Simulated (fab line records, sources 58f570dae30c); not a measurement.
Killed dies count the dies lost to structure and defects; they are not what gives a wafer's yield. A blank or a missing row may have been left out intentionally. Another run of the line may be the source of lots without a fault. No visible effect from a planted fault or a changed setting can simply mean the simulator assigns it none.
Lot-split experiment / flow berkeleyCmos170 / route with 331 steps; 5 lots, 23 wafers read

== THE SPLIT ==
At UCB170_ACTIVE_COAT_08 (resist thk 900 nm), the setting resistThkNm was moved away from the recipe's 900 nm on 8 of the 23 wafers read, by -3.3% to +6.0%. For the rest of the wafers, this setting stayed at what the recipe calls for.

== FROM THE SPLIT TO THE READING: what the file shows between them, 2 steps ==
- UCB170_ACTIVE_SOFTBAKE_09: time 60 s
- UCB170_ACTIVE_EXPOSE_10: exposes mask ACTIVE, target cd 1200 nm

== THE READING ==
KrF_of_ACTIVE_COAT_08.thkNm (the simulator's own value, which no gauge read), in nm, at UCB170_ACTIVE_ETCH_15 (etches Si3N4 in CH3F/Ar/O2, stops on SiO2, target depth 242 nm, time 151 s). No usual value for it is given in the file. Across the 15 wafers here that went through the recipe, the average is 726.2 nm and the standard deviation 5.7 nm.

wafer=L074.1; tool, chamber at the split=lithoTrack-03, 0; resistThkNm as run, nm=900; against the recipe=recipe; KrF_of_ACTIVE_COAT_08.thkNm, nm=726.8; against lot-mates on the recipe=-
wafer=L074.2; tool, chamber at the split=lithoTrack-03, 0; resistThkNm as run, nm=900; against the recipe=recipe; KrF_of_ACTIVE_COAT_08.thkNm, nm=735.9; against lot-mates on the recipe=-
wafer=L074.3; tool, chamber at the split=lithoTrack-03, 0; resistThkNm as run, nm=900; against the recipe=recipe; KrF_of_ACTIVE_COAT_08.thkNm, nm=720.6; against lot-mates on the recipe=-
wafer=L074.4; tool, chamber at the split=lithoTrack-03, 0; resistThkNm as run, nm=900; against the recipe=recipe; KrF_of_ACTIVE_COAT_08.thkNm, nm=730.5; against lot-mates on the recipe=-
wafer=L074.5; tool, chamber at the split=lithoTrack-03, 0; resistThkNm as run, nm=900; against the recipe=recipe; KrF_of_ACTIVE_COAT_08.thkNm, nm=730.1; against lot-mates on the recipe=-
wafer=L076.2; tool, chamber at the split=lithoTrack-04, 0; resistThkNm as run, nm=953.8; against the recipe=+6.0%; KrF_of_ACTIVE_COAT_08.thkNm, nm=787; against lot-mates on the recipe=+63.6
wafer=L076.3; tool, chamber at the split=lithoTrack-04, 0; resistThkNm as run, nm=900; against the recipe=recipe; KrF_of_ACTIVE_COAT_08.thkNm, nm=731.1; against lot-mates on the recipe=-
wafer=L076.4; tool, chamber at the split=lithoTrack-04, 0; resistThkNm as run, nm=900; against the recipe=recipe; KrF_of_ACTIVE_COAT_08.thkNm, nm=716.9; against lot-mates on the recipe=-
wafer=L076.5; tool, chamber at the split=lithoTrack-04, 0; resistThkNm as run, nm=953.8; against the recipe=+6.0%; KrF_of_ACTIVE_COAT_08.thkNm, nm=774.2; against lot-mates on the recipe=+50.8
wafer=L076.6; tool, chamber at the split=lithoTrack-04, 0; resistThkNm as run, nm=900; against the recipe=recipe; KrF_of_ACTIVE_COAT_08.thkNm, nm=722.2; against lot-mates on the recipe=-
wafer=L077.1; tool, chamber at the split=lithoTrack-01, 0; resistThkNm as run, nm=870.1; against the recipe=-3.3%; KrF_of_ACTIVE_COAT_08.thkNm, nm=701; against lot-mates on the recipe=-27.4
wafer=L077.2; tool, chamber at the split=lithoTrack-01, 0; resistThkNm as run, nm=900; against the recipe=recipe; KrF_of_ACTIVE_COAT_08.thkNm, nm=734.7; against lot-mates on the recipe=-
wafer=L077.4; tool, chamber at the split=lithoTrack-01, 0; resistThkNm as run, nm=870.1; against the recipe=-3.3%; KrF_of_ACTIVE_COAT_08.thkNm, nm=695.3; against lot-mates on the recipe=-33.1
wafer=L077.5; tool, chamber at the split=lithoTrack-01, 0; resistThkNm as run, nm=870.1; against the recipe=-3.3%; KrF_of_ACTIVE_COAT_08.thkNm, nm=694.4; against lot-mates on the recipe=-34.0
wafer=L077.6; tool, chamber at the split=lithoTrack-01, 0; resistThkNm as run, nm=900; against the recipe=recipe; KrF_of_ACTIVE_COAT_08.thkNm, nm=722.1; against lot-mates on the recipe=-
wafer=L080.1; tool, chamber at the split=lithoTrack-04, 0; resistThkNm as run, nm=900; against the recipe=recipe; KrF_of_ACTIVE_COAT_08.thkNm, nm=723.1; against lot-mates on the recipe=-
wafer=L080.2; tool, chamber at the split=lithoTrack-04, 0; resistThkNm as run, nm=921.5; against the recipe=+2.4%; KrF_of_ACTIVE_COAT_08.thkNm, nm=754.3; against lot-mates on the recipe=+28.8
wafer=L080.3; tool, chamber at the split=lithoTrack-04, 0; resistThkNm as run, nm=900; against the recipe=recipe; KrF_of_ACTIVE_COAT_08.thkNm, nm=727.9; against lot-mates on the recipe=-
wafer=L080.4; tool, chamber at the split=lithoTrack-04, 0; resistThkNm as run, nm=921.5; against the recipe=+2.4%; KrF_of_ACTIVE_COAT_08.thkNm, nm=745.3; against lot-mates on the recipe=+19.8
wafer=L080.5; tool, chamber at the split=lithoTrack-04, 0; resistThkNm as run, nm=921.5; against the recipe=+2.4%; KrF_of_ACTIVE_COAT_08.thkNm, nm=746.2; against lot-mates on the recipe=+20.7
wafer=L083.2; tool, chamber at the split=lithoTrack-04, 0; resistThkNm as run, nm=900; against the recipe=recipe; KrF_of_ACTIVE_COAT_08.thkNm, nm=731.1; against lot-mates on the recipe=-
wafer=L083.4; tool, chamber at the split=lithoTrack-04, 0; resistThkNm as run, nm=900; against the recipe=recipe; KrF_of_ACTIVE_COAT_08.thkNm, nm=720; against lot-mates on the recipe=-
wafer=L083.5; tool, chamber at the split=lithoTrack-04, 0; resistThkNm as run, nm=900; against the recipe=recipe; KrF_of_ACTIVE_COAT_08.thkNm, nm=719.8; against lot-mates on the recipe=-

FIT RESULTS
A straight line over all 23 wafers: KrF_of_ACTIVE_COAT_08.thkNm changes by +9.05 nm for each +1% of resistThkNm; r = +0.97; the points scatter about the line by 5.6 nm.
The same after taking each lot's own level away (the mean of its wafers on the recipe; 23 wafers): +9.55 nm for each +1%; r = +0.97; scatter 5.2 nm.
According to that fit, moving resistThkNm by its largest amount changes the reading by 57 nm.
The span of the lots' own levels, 723.40 to 728.78 nm, comes to 0.9 times the standard deviation stated above.
The two slopes are in agreement: the lot-to-lot level therefore moves the slope only a little.
Check: with one of the wafers moved furthest among these (+6.0%) left out of the fit, the line predicts +54.3 nm for it against its lot-mates. It came out at +63.6 nm against them.

== THESE WAFERS: OTHER SPLITS ==
Note: prior to the reading, these wafers also went through further splits. Each is held against what the fit with the lots' levels taken away leaves over:
other split on the same wafers=UCB170_START_OXIDATION_02 tempC; wafers away from the commonest value=15; r with KrF_of_ACTIVE_COAT_08.thkNm (lot level and that fit taken away)=-0.01
other split on the same wafers=UCB170_ZERO_COAT_01 resistThkNm; wafers away from the commonest value=7; r with KrF_of_ACTIVE_COAT_08.thkNm (lot level and that fit taken away)=+0.21
other split on the same wafers=UCB170_PWELL_OXIDATION_02 tempC; wafers away from the commonest value=10; r with KrF_of_ACTIVE_COAT_08.thkNm (lot level and that fit taken away)=+0.00

== THE WHOLE CHAIN: every reading that the file lists as answering this split, in the file's order ==
step=UCB170_ACTIVE_COAT_08; what it does=resist thk 900 nm; reading=KrF_of_ACTIVE_COAT_08.thkNm (the simulator's own value, which no gauge read); change (the file's fit)=+9.22 nm for each +1% of the setting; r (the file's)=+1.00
step=UCB170_ACTIVE_ETCH_15; what it does=etches Si3N4 in CH3F/Ar/O2, stops on SiO2, target depth 242 nm, time 151 s; reading=KrF_of_ACTIVE_COAT_08.thkNm (the simulator's own value, which no gauge read); change (the file's fit)=+9.56 nm for each +1% of the setting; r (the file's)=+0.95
step=UCB170_ACTIVE_STRIP_16; what it does=strips in O2; reading=stripTimeToEndpointS; change (the file's fit)=withheld for each +1% of the setting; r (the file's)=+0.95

== THE FILE'S OWN FIT ==
KrF_of_ACTIVE_COAT_08.thkNm changes by +9.56 nm for each +1% of resistThkNm, r = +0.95.
